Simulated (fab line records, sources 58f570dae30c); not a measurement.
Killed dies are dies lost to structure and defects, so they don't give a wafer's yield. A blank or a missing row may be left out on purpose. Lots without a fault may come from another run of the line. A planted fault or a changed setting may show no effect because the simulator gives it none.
Tool commonality check | flow berkeley_cmos170 | 15 lots, 54 wafers sampled

WHY IT WAS OPENED
At UCB170_NSD_TW_MEAS_10 the reading NSD_TW is flagged on 3 of 15 lots. Wafers without a fault read 4191, standard deviation 65.
Rule: a lot is flagged when every wafer of it that has a number lies more than 4 standard deviations from that mean, or none has a number. The other lots count as sound.

lot  | measured     | on            | NSD_TW, wafer by wafer | flag
L359 | day 6 16:14  | film_metro-04 | 4242 4215 4222         |
L357 | day 6 16:35  | film_metro-04 | 4216 4223 4200         |
L368 | day 8 17:53  | film_metro-02 | 29 29 29 30 30 30      | FLAGGED
L366 | day 8 18:10  | film_metro-02 | 29 30 29 30 30 29      | FLAGGED
L367 | day 8 18:18  | film_metro-04 | 30 30 30 30 30 30      | FLAGGED
L370 | day 9 13:00  | film_metro-04 | 4194 4196 4216         |
L369 | day 9 13:14  | film_metro-02 | 4080 4088 4092         |
L371 | day 9 16:59  | film_metro-02 | 4105 4107 4105         |
L372 | day 9 23:57  | film_metro-02 | 4090 4113 4108         |
L376 | day 10 21:41 | film_metro-02 | 4136 4116 4121         |
L375 | day 10 21:57 | film_metro-01 | 4243 4246 4254         |
L374 | day 10 22:11 | film_metro-04 | 4218 4216 4203         |
L377 | day 11 04:34 | film_metro-02 | 4139 4158 4159         |
L378 | day 11 04:50 | film_metro-04 | 4196 4194 4198         |
L379 | day 11 21:23 | film_metro-01 | 4257 4269 4272         |
The numbers of the flagged lots are 30 on average: -4161 against the usual, or -64 standard deviations.

WHICH TOOL RAN EACH LOT
The record holds 2 process steps before the reading, out of a route of 331 steps. In each cell: the tool, then ch and the chambers that the sampled wafers went through, then the start.
lot  | flag    | UCB170_NSD_IMPLANT_08           | UCB170_NSD_STRIP_09
L359 |         | implanter-01 ch 0, day 6 16:02  | plasma_asher-03 ch 0,1, day 6 16:08
L357 |         | implanter-04 ch 0, day 6 16:20  | plasma_asher-02 ch 1, day 6 16:29
L368 | FLAGGED | implanter-02, day 8 17:38       | plasma_asher-04 ch 0,1, day 8 17:47
L366 | FLAGGED | implanter-01, day 8 17:56       | plasma_asher-02 ch 0,1, day 8 18:04
L367 | FLAGGED | implanter-02, day 8 18:05       | plasma_asher-03 ch 0,1, day 8 18:13
L370 |         | implanter-01 ch 0, day 9 12:45  | plasma_asher-02 ch 0,1, day 9 12:54
L369 |         | implanter-04 ch 0, day 9 12:59  | plasma_asher-04 ch 0,1, day 9 13:08
L371 |         | implanter-01 ch 0, day 9 16:46  | plasma_asher-03 ch 0,1, day 9 16:54
L372 |         | implanter-04 ch 0, day 9 23:43  | plasma_asher-02 ch 0,1, day 9 23:50
L376 |         | implanter-01 ch 0, day 10 21:27 | plasma_asher-04 ch 0,1, day 10 21:35
L375 |         | implanter-02 ch 0, day 10 21:43 | plasma_asher-03 ch 0,1, day 10 21:50
L374 |         | implanter-04 ch 0, day 10 21:57 | plasma_asher-02 ch 0,1, day 10 22:05
L377 |         | implanter-04 ch 0, day 11 04:19 | plasma_asher-03 ch 0,1, day 11 04:28
L378 |         | implanter-02 ch 0, day 11 04:37 | plasma_asher-04 ch 0,1, day 11 04:44
L379 |         | implanter-04 ch 0, day 11 21:08 | plasma_asher-02 ch 0,1, day 11 21:17
What these steps do:
- UCB170_NSD_IMPLANT_08
- UCB170_NSD_STRIP_09: strips in O2.
- UCB170_NSD_TW_MEAS_10

FLAGGED OVER TOTAL, TOOL BY TOOL (the gauges that took the reading come last)
step                  | tool            | lots run | flagged | share of the flagged lots | sound lots run after its first flagged lot
UCB170_NSD_IMPLANT_08 | implanter-01    | 5        | 1       | some                      | 3 (L370,L371,L376)
UCB170_NSD_IMPLANT_08 | implanter-02    | 4        | 2       | some                      | 2 (L375,L378)
UCB170_NSD_IMPLANT_08 | implanter-04    | 6        | 0       | none                      | -
UCB170_NSD_STRIP_09   | plasma_asher-02 | 6        | 1       | some                      | 4 (L370,L372,L374,L379)
UCB170_NSD_STRIP_09   | plasma_asher-03 | 5        | 1       | some                      | 3 (L371,L375,L377)
UCB170_NSD_STRIP_09   | plasma_asher-04 | 4        | 1       | some                      | 3 (L369,L376,L378)
UCB170_NSD_TW_MEAS_10 | film_metro-01   | 2        | 0       | none                      | -
UCB170_NSD_TW_MEAS_10 | film_metro-02   | 7        | 2       | some                      | 5 (L369,L371,L372,L376,L377)
UCB170_NSD_TW_MEAS_10 | film_metro-04   | 6        | 1       | some                      | 3 (L370,L374,L378)

WHAT THE TABLE ALLOWS
No row of the table ran every flagged lot.

WHAT THE SIMULATOR HAD PUT IN
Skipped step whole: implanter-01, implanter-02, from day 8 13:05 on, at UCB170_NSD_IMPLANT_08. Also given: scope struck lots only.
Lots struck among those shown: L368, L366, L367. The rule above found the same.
